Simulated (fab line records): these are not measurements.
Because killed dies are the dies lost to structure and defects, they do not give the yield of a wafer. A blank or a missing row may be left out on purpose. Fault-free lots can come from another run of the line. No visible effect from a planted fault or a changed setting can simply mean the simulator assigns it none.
Split-lot trial / flow rit_cmos / 23 wafers read from 5 lots, route of 202 steps

## ON THE SPLIT
At RIT_ACTIVE_CVD_03 (deposits Si3N4 from SiH2Cl2/NH3, target thk 150 nm, time 1500 s), the setting temp_c was moved away from the recipe's 810 C on 10 of the 23 wafers read, by -1.6% to +1.6%. The other wafers ran this setting at the recipe's value.

## FROM THE SPLIT TO THE READING: what the file shows between them, 4 steps
- RIT_ACTIVE_THK_MEAS_04
- RIT_ACTIVE_DEVELOP_10: develop time 50 s (also split here: develop_time_s)
- RIT_ACTIVE_CD_MEAS_11: target cd 1400 nm
- RIT_ACTIVE_HARDBAKE_12: time 60 s

## THE READING
oes_product_au, in a.u., at RIT_ACTIVE_ETCH_13 (etches Si3N4 in SF6, stops on SiO2, time 210 s, target depth 210 nm). Typical for fault-free wafers on this fab line: 0.823 a.u., with standard deviation 0.012 a.u.

wafer=L074.1; tool, chamber at the split=-, -; temp_c as run, C=810; against the recipe=recipe; oes_product_au, a.u.=0.810; against lot-mates on the recipe=-
wafer=L074.2; tool, chamber at the split=-, -; temp_c as run, C=810; against the recipe=recipe; oes_product_au, a.u.=0.839; against lot-mates on the recipe=-
wafer=L074.3; tool, chamber at the split=-, -; temp_c as run, C=810; against the recipe=recipe; oes_product_au, a.u.=0.814; against lot-mates on the recipe=-
wafer=L074.5; tool, chamber at the split=-, -; temp_c as run, C=810; against the recipe=recipe; oes_product_au, a.u.=0.831; against lot-mates on the recipe=-
wafer=L074.6; tool, chamber at the split=-, -; temp_c as run, C=810; against the recipe=recipe; oes_product_au, a.u.=0.810; against lot-mates on the recipe=-
wafer=L077.1; tool, chamber at the split=-, -; temp_c as run, C=797.4; against the recipe=-1.6%; oes_product_au, a.u.=0.723; against lot-mates on the recipe=no lot-mate on the recipe
wafer=L077.3; tool, chamber at the split=-, -; temp_c as run, C=797.4; against the recipe=-1.6%; oes_product_au, a.u.=0.735; against lot-mates on the recipe=no lot-mate on the recipe
wafer=L077.4; tool, chamber at the split=-, -; temp_c as run, C=797.4; against the recipe=-1.6%; oes_product_au, a.u.=0.736; against lot-mates on the recipe=no lot-mate on the recipe
wafer=L077.5; tool, chamber at the split=-, -; temp_c as run, C=797.4; against the recipe=-1.6%; oes_product_au, a.u.=0.715; against lot-mates on the recipe=no lot-mate on the recipe
wafer=L077.6; tool, chamber at the split=-, -; temp_c as run, C=797.4; against the recipe=-1.6%; oes_product_au, a.u.=0.731; against lot-mates on the recipe=no lot-mate on the recipe
wafer=L078.2; tool, chamber at the split=lpcvd-01, 1; temp_c as run, C=810; against the recipe=recipe; oes_product_au, a.u.=0.847; against lot-mates on the recipe=-
wafer=L078.3; tool, chamber at the split=lpcvd-01, 1; temp_c as run, C=810; against the recipe=recipe; oes_product_au, a.u.=0.841; against lot-mates on the recipe=-
wafer=L078.4; tool, chamber at the split=lpcvd-01, 1; temp_c as run, C=810; against the recipe=recipe; oes_product_au, a.u.=0.827; against lot-mates on the recipe=-
wafer=L082.1; tool, chamber at the split=-, -; temp_c as run, C=823.3; against the recipe=+1.6%; oes_product_au, a.u.=0.943; against lot-mates on the recipe=no lot-mate on the recipe
wafer=L082.2; tool, chamber at the split=-, -; temp_c as run, C=823.3; against the recipe=+1.6%; oes_product_au, a.u.=0.929; against lot-mates on the recipe=no lot-mate on the recipe
wafer=L082.4; tool, chamber at the split=-, -; temp_c as run, C=823.3; against the recipe=+1.6%; oes_product_au, a.u.=0.934; against lot-mates on the recipe=no lot-mate on the recipe
wafer=L082.5; tool, chamber at the split=-, -; temp_c as run, C=823.3; against the recipe=+1.6%; oes_product_au, a.u.=0.954; against lot-mates on the recipe=no lot-mate on the recipe
wafer=L082.6; tool, chamber at the split=-, -; temp_c as run, C=823.3; against the recipe=+1.6%; oes_product_au, a.u.=0.953; against lot-mates on the recipe=no lot-mate on the recipe
wafer=L084.1; tool, chamber at the split=-, -; temp_c as run, C=810; against the recipe=recipe; oes_product_au, a.u.=0.807; against lot-mates on the recipe=-
wafer=L084.2; tool, chamber at the split=-, -; temp_c as run, C=810; against the recipe=recipe; oes_product_au, a.u.=0.826; against lot-mates on the recipe=-
wafer=L084.3; tool, chamber at the split=-, -; temp_c as run, C=810; against the recipe=recipe; oes_product_au, a.u.=0.814; against lot-mates on the recipe=-
wafer=L084.4; tool, chamber at the split=-, -; temp_c as run, C=810; against the recipe=recipe; oes_product_au, a.u.=0.811; against lot-mates on the recipe=-
wafer=L084.5; tool, chamber at the split=-, -; temp_c as run, C=810; against the recipe=recipe; oes_product_au, a.u.=0.817; against lot-mates on the recipe=-

THE FIT
A straight line over all 23 wafers: oes_product_au changes by +0.0672 a.u. for each +1% of temp_c; r = +0.99; the points scatter about the line by 0.013 a.u.
Too few moved wafers have a lot-mate on the recipe to fit a line with each lot's own level taken away.

## THE WHOLE CHAIN: every reading that the file lists as answering this split, in the file's order
step=RIT_ACTIVE_CVD_03; what it does=deposits Si3N4 from SiH2Cl2/NH3, target thk 150 nm, time 1500 s; reading=Si3N4_of_ACTIVE_CVD_03.thk_nm (the simulator's own value, which no gauge read); change (the file's fit)=+21.5 nm for each +1% of the setting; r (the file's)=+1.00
step=RIT_ACTIVE_THK_MEAS_04; what it does=; reading=ACTIVE_NITRIDE_THK; change (the file's fit)=+21.5 for each +1% of the setting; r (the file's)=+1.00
step=RIT_ACTIVE_ETCH_13; what it does=etches Si3N4 in SF6, stops on SiO2, time 210 s, target depth 210 nm; reading=oes_product_au; change (the file's fit)=+0.0672 a.u. for each +1% of the setting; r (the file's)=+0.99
step=RIT_ACTIVE_ETCH_13; what it does=etches Si3N4 in SF6, stops on SiO2, time 210 s, target depth 210 nm; reading=etch.depth_nm (the simulator's own value, which no gauge read); change (the file's fit)=+21.5 nm for each +1% of the setting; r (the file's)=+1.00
step=RIT_ACTIVE_ETCH_13; what it does=etches Si3N4 in SF6, stops on SiO2, time 210 s, target depth 210 nm; reading=ACTIVE.feature_depth_nm (the simulator's own value, which no gauge read); change (the file's fit)=+21.7 nm for each +1% of the setting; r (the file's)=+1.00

## THE FILE'S OWN FIT
oes_product_au changes by +0.0672 a.u. for each +1% of temp_c, r = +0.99.
